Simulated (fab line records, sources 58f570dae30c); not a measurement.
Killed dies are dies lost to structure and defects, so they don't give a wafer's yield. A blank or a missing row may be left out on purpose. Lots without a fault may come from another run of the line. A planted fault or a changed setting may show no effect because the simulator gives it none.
Chamber matching | flow berkeley_cmos170 | UCB170_V2_CMP_02 on cmp-01: 4 sister chambers
The step polishes SiO2. 16 wafers are shown with their chamber, then 8 later ones without.

WAFERS WITH THEIR CHAMBER
wafer  | chamber | motor_current_A (A)
L543.1 | 1       | 18.9
L543.2 | 3       | 16.7
L543.4 | 2       | 14.2
L545.2 | 3       | 16.8
L545.5 | 1       | 19.3
L545.6 | 2       | 14.1
L548.1 | 3       | 17.0
L548.5 | 1       | 17.7
L548.6 | 0       | 14.2
L549.2 | 1       | 19.2
L549.3 | 0       | 14.2
L549.6 | 0       | 14.2
L562.2 | 0       | 14.0
L562.4 | 2       | 13.2
L562.6 | 1       | 18.9
L560.2 | 2       | 14.2

SIGNATURES (means of the wafers above)
reading         | chamber 0 | chamber 1 | chamber 2 | chamber 3 | scatter within a chamber
motor_current_A | 14.150    | 18.800    | 13.925    | 16.833    | 0.449
Rule: a wafer's distance from a chamber is the root of the sum, over the readings, of the square of ((its reading less the chamber's mean) divided by the reading's scatter). The wafer belongs to the nearest chamber; if the next one is less than 2 further off, it can't be placed. The scatter: the root of (the sum of the squares of (reading less its chamber's mean) over the shown wafers, divided by (wafers less chambers)).

WAFERS WITHOUT THEIR CHAMBER
wafer  | motor_current_A (A)
L560.3 | 16.2
L560.4 | 14.5
L558.1 | 13.4
L558.2 | 15.3
L558.6 | 14.6
L563.1 | 14.5
L563.2 | 17.1
L563.4 | 19.5

WHICH CHAMBER EACH WENT THROUGH
wafer  | from the rows above          | in truth
L560.3 | 3                            | 3
L560.4 | can't be placed: 0 or 2      | 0
L558.1 | can't be placed: 2 or 0      | 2
L558.2 | can't be placed: 0 or 2 or 3 | 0
L558.6 | can't be placed: 0 or 2      | 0
L563.1 | can't be placed: 0 or 2      | 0
L563.2 | 3                            | 3
L563.4 | 1                            | 1
Placed correctly: 3 of 8. Can't be placed from these rows: 5 (the true chamber is among the candidates in 5). Placed wrongly: 0.
